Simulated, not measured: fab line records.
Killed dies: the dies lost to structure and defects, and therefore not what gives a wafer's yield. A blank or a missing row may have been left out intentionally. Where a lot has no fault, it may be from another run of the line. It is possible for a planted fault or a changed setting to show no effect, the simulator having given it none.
Which tool was responsible? + flow berkeley cmos170 + at 1 step of a route of 331, 7 lots with 21 wafers sampled

== WHAT EACH GAUGE READ, for each wafer ==
UCB170_NSD_CD_MEAS_06 targets a cd of 1200 nm.
| lot  | measured     | on        | cd nm (nm)           |
|------|--------------|-----------|----------------------|
| L930 | day 9 03:17  | cd sem-01 | 1202.0 1199.6 1200.7 |
| L934 | day 10 12:39 | cd sem-02 | 1197.9 1199.3 1199.2 |
| L936 | day 11 03:33 | cd sem-01 | 1198.2 1198.0 1198.3 |
| L939 | day 11 03:59 | cd sem-01 | 1198.9 1199.6 1199.0 |
| L945 | day 12 01:16 | cd sem-01 | 1198.7 1199.6 1198.2 |
| L944 | day 12 01:40 | cd sem-02 | 1197.6 1197.4 1196.6 |
| L950 | day 13 06:47 | cd sem-02 | 1200.2 1198.6 1199.9 |

== WHAT TOOL EACH LOT RAN ON (gives the tool, then ch and the chambers of the sampled wafers, and finally the start) ==
Before these readings, the record contains no process step.

== THE ANSWER, worked out from the rows above alone ==
Rule: the lots themselves supply what counts as usual. The widest of any qualifying gaps counts: lots, ordered by their means at a reading, are off when they make up no more than a third of the lots, leave a main group of 4 or more, and stand apart from it by 3 or more times the standard deviation of that group's means. A main group is skipped when, at the precision printed for the reading in the tables above, its means are all equal. A lot without any number at a reading at which 4 lots or more have one is off too. The other lots that the step has rows for count as sound.
None of the lots is off at any reading shown; this tells nothing.

== WHAT THE SIMULATOR HAD PUT IN ==
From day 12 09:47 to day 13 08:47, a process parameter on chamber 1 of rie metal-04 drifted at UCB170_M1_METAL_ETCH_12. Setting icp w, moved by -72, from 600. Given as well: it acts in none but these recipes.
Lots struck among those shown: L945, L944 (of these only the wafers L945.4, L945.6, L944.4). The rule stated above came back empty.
